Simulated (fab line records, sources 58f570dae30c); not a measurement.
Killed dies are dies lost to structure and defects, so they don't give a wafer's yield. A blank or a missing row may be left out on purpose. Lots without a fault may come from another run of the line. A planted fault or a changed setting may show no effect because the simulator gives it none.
Chamber matching | flow berkeley_cmos170 | UCB170_V2_CMP_02 on cmp-01: 4 sister chambers
The step polishes SiO2. 7 wafers are shown with their chamber, then 7 later ones without.

WAFERS WITH THEIR CHAMBER
wafer  | chamber | motor_current_A (A) | slurry_flow_ml_min
L176.4 | 0       | 17.1                | 150.0
L174.2 | 1       | 14.9                | 149.2
L174.6 | 3       | 15.7                | 150.9
L185.3 | 1       | 14.2                | 149.7
L185.6 | 2       | 15.6                | 150.7
L183.1 | 2       | 15.9                | 149.1
L183.2 | 3       | 15.0                | 150.3

WAFERS WITHOUT THEIR CHAMBER
wafer  | motor_current_A (A) | slurry_flow_ml_min
L183.3 | 16.2                | 149.9
L192.2 | 15.4                | 150.7
L192.5 | 14.6                | 150.4
L192.6 | 15.9                | 149.6
L194.3 | 16.2                | 149.5
L194.5 | 15.6                | 150.4
L194.6 | 15.6                | 149.5

WHICH CHAMBER EACH WENT THROUGH
wafer  | from the rows above          | in truth
L183.3 | can't be placed: 2 or 0 or 3 | 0
L192.2 | can't be placed: 3 or 2      | 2
L192.5 | can't be placed: 1 or 3 or 2 | 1
L192.6 | can't be placed: 2 or 3      | 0
L194.3 | can't be placed: 2 or 0 or 3 | 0
L194.5 | can't be placed: 3 or 2      | 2
L194.6 | can't be placed: 2 or 3 or 1 | 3
Placed correctly: 0 of 7. Can't be placed from these rows: 7 (the true chamber is among the candidates in 6). Placed wrongly: 0.
How it was worked out, from the rows above alone: a wafer's distance from a chamber is the root of the sum, over the readings, of the square of ((its reading less the chamber's mean) divided by the reading's scatter). The wafer belongs to the nearest chamber; if the next one is less than 2 further off, it can't be placed. A chamber's mean is the mean of its shown wafers. The scatter: the root of (the sum of the squares of (reading less its chamber's mean) over the shown wafers, divided by (wafers less chambers)).
